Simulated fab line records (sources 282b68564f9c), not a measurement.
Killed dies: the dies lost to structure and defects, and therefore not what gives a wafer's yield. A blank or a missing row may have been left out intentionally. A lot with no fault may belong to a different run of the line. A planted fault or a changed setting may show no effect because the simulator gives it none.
A lot that was struck, set against a sound lot || flow rit-cmos || 44 steps out of a route of 202
Sound: these wafers, L907.2, L907.4, L907.6. Wafers L916.1, L916.5, L916.6 were the ones struck. Last of all comes the cause.
Per side, at each step with rows, come the tool, then ch with its chambers, and then its first start. Under that, the readings that differ: sound wafers || struck wafers || difference of the means || sigmas: that difference in standard deviations of wafers without a fault.
alike: readings with means less than 2 such deviations apart, plus words and numbers identical on both sides. not compared: withheld readings, readings lacking a value on some wafer, bounds such as >300 that could conceal the same value, and numbers that have no deviation in the record and whose values overlap.
A row with sigmas, a row that says differs or no value, or rows on one side alone: a step with any of these is where the two part. Non-overlapping numbers with no deviation appear without sigmas and do not part them. A reading that every wafer of one side lacks parts them only if that side has two wafers or more.

first, 2 steps without rows for these wafers: RIT_NLDD_HARDBAKE_07 (time 60 s); RIT_NLDD_IMPLANT_08.
RIT_NLDD_STRIP_09: strips in O2, time 180 s.
  sound on plasma-asher-04 ch 0,1, day 3 22:40; struck on plasma-asher-04 ch 0,1, day 5 16:03
  alike: drypump-motor-current-A, rf-refl-power-W
  not compared: rf-hours-counter-h
RIT_NLDD_TW_MEAS_10:
  sound: film-metro-03 at day 3 22:50; struck: film-metro-03 at day 5 16:13
  alike: NLDD_TW
then, 6 steps without rows for these wafers: RIT_PLDD_HMDS_00 (prime time 60 s); RIT_PLDD_COAT_01 (resist thk 1000 nm); RIT_PLDD_SOFTBAKE_02 (time 60 s); RIT_PLDD_EXPOSE_03 (exposes mask M8, target cd 40900 nm); RIT_PLDD_PEB_04; RIT_PLDD_DEVELOP_05 (develop time 50 s).
RIT_PLDD_OVL_MEAS_06:
  sound: overlay-01 at day 3 23:53; struck: overlay-02 at day 5 17:16
  alike: PLDD_OVL
then, 1 step without rows for these wafers: RIT_PLDD_HARDBAKE_07 (time 60 s).
RIT_PLDD_IMPLANT_08:
  sound on implanter-02 ch 0, day 4 00:05; struck on implanter-03 ch 0, day 5 17:28
{"reading": "dose-ions-cm2", "sound": "9.013e+14 9.004e+14 8.987e+14", "struck": "1.4398e+15 1.4398e+15 1.44e+15", "difference": "+5.3973e+14", "sigmas": "+99 or more"}
{"reading": "end-station-pressure-torr (Torr)", "sound": "6.9e-06 7.9e-06 6.6e-06", "struck": "9.2e-06 8.3e-06 8.7e-06", "difference": "+1.6e-06", "sigmas": "+4"}
{"reading": "faraday-current-uA", "sound": "2875 2836 2943", "struck": "4522 4417 4462", "difference": "+1582", "sigmas": "+29"}
then, 1 step without rows for these wafers: RIT_PLDD_STRIP_09 (strips in O2, time 180 s).
RIT_PLDD_TW_MEAS_10:
  sound: film-metro-02 at day 4 00:24; struck: film-metro-03 at day 5 17:47
{"reading": "PLDD_TW", "sound": "2351 2357 2356", "struck": "2625 2614 2604", "difference": "+260", "sigmas": "+13"}
then, 4 steps without rows for these wafers: RIT_SPACER_CLEAN_00 (cleans in SC1, time 600 s); RIT_SPACER_CLEAN_01 (cleans in dHF, time 30 s); RIT_SPACER_CLEAN_02 (cleans in SC2, time 600 s); RIT_SPACER_CVD_03 (deposits Si3N4 from SiH2Cl2/NH3, target thk 250 nm, time 3226 s).
RIT_SPACER_THK_MEAS_04:
  sound: film-metro-02 at day 4 03:43; struck: film-metro-04 at day 5 21:07
  alike: SPACER_NITRIDE_THK
RIT_SPACER_ETCHBACK_05: etches Si3N4 in SF6/CHF3, stops on SiO2, target depth 250 nm, time 240 s.
  sound on rie-diel-01 ch 1,3, day 4 03:46; struck on rie-diel-01 ch 0,1, day 5 21:10
  alike: drypump-motor-current-A, oes-product-au, throttle-valve-pct
  not compared: rf-hours-counter-h
then, 2 steps without rows for these wafers: RIT_NSD_HMDS_00 (prime time 60 s); RIT_NSD_COAT_01 (resist thk 1000 nm).
RIT_NSD_SOFTBAKE_02: time 60.96 s.
  sound on litho-track-03 ch 0, day 4 04:14; struck on litho-track-04 ch 0, day 5 21:37
  alike: plate-sensor-t-centre-C, plate-sensor-t-edge-C, resist-line-temp-C
then, 3 steps without rows for these wafers: RIT_NSD_EXPOSE_03 (exposes mask M9, target cd 40700 nm); RIT_NSD_PEB_04; RIT_NSD_DEVELOP_05 (develop time 50 s).
RIT_NSD_OVL_MEAS_06:
  sound: overlay-02 at day 4 04:54; struck: overlay-02 at day 5 22:10
  alike: NSD_OVL
then, 2 steps without rows for these wafers: RIT_NSD_HARDBAKE_07 (time 60 s); RIT_NSD_IMPLANT_08.
RIT_NSD_STRIP_09: strips in O2, time 180 s.
  sound on plasma-asher-03 ch 0,1, day 4 05:14; struck on plasma-asher-03 ch 0,1, day 5 22:31
  alike: drypump-motor-current-A, rf-refl-power-W
  not compared: rf-hours-counter-h
RIT_NSD_TW_MEAS_10:
  sound: film-metro-02 at day 4 05:25; struck: film-metro-02 at day 5 22:41
  alike: NSD_TW
then, 6 steps without rows for these wafers: RIT_PSD_HMDS_00 (prime time 60 s); RIT_PSD_COAT_01 (resist thk 1000 nm); RIT_PSD_SOFTBAKE_02 (time 60 s); RIT_PSD_EXPOSE_03 (exposes mask M10, target cd 40900 nm); RIT_PSD_PEB_04; RIT_PSD_DEVELOP_05 (develop time 50 s).
RIT_PSD_OVL_MEAS_06:
  sound: overlay-01 at day 4 06:20; struck: overlay-01 at day 5 23:35
  alike: PSD_OVL
then, 2 steps without rows for these wafers: RIT_PSD_HARDBAKE_07 (time 60 s); RIT_PSD_IMPLANT_08.
RIT_PSD_STRIP_09: strips in O2, time 180 s.
  sound on plasma-asher-02 ch 0,1, day 4 06:40; struck on plasma-asher-04 ch 0,1, day 5 23:56
  alike: drypump-motor-current-A, rf-refl-power-W
  not compared: rf-hours-counter-h
RIT_SDANNEAL_RS_MEAS_06: a four-point-probe measurement.
  sound: film-metro-01 at day 4 07:37; struck: film-metro-01 at day 6 00:53
{"reading": "PLDD_RS (ohm/sq)", "sound": "178.8 178.7 179.2", "struck": "156.0 156.3 156.4", "difference": -22.7, "sigmas": -48}
RIT_M1_PROBE_99:
  sound: prober-02 at day 4 14:52; struck: prober-02 at day 6 08:07
{"reading": "model.etest.pmos-turned.r-on-ohm-um", "sound": "4051 3931 4061", "struck": "3212 3256 3327", "difference": -749, "sigmas": ""}
{"reading": "model.etest.pmos_0p15.r-on-ohm-um", "sound": "3184 3089 3182", "struck": "2577 2645 2696", "difference": -512, "sigmas": ""}
{"reading": "model.etest.pldd.rs-ohm-sq", "sound": "652.5 633.3 628.9", "struck": "374.4 393 377.7", "difference": -256.5, "sigmas": ""}
{"reading": "model.etest.pldd.line-ohm-um", "sound": "206 204.5 204.3", "struck": "116.7 125.2 119.8", "difference": -84.4, "sigmas": ""}
{"reading": "model.etest.pmos-turned.drive-ua-um", "sound": "150.6 155.1 151.1", "struck": "208 202.6 203.5", "difference": "+52", "sigmas": ""}
{"reading": "model.etest.pmos_0p15.drive-ua-um", "sound": "219.7 226.4 220", "struck": "271.6 265.2 263.8", "difference": "+44.8", "sigmas": ""}
{"reading": "model.etest.pmos_0p15.swing-mv-dec", "sound": "83.8 83.64 83.78", "struck": "84.76 84.47 84.22", "difference": "+0.74", "sigmas": ""}
{"reading": "model.etest.pmos_0p15.off-log10-a-um", "sound": "-11.2 -10.97 -11.07", "struck": "-10.09 -10.12 -10.36", "difference": "+0.89", "sigmas": ""}
  alike: killed-at-contacts, killed-at-front-end, killed-dies, killed-open, killed-short

== WHERE THEY PART ==
Earliest at RIT_PLDD_IMPLANT_08; latest, in this record, at RIT_SDANNEAL_RS_MEAS_06. Later steps at which nothing parts them and some readings are alike: RIT_M1_PROBE_99.

WHY: what had been put in by the simulator
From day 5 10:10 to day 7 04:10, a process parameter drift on implanter-03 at RIT_PLDD_IMPLANT_08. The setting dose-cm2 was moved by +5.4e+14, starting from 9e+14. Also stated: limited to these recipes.
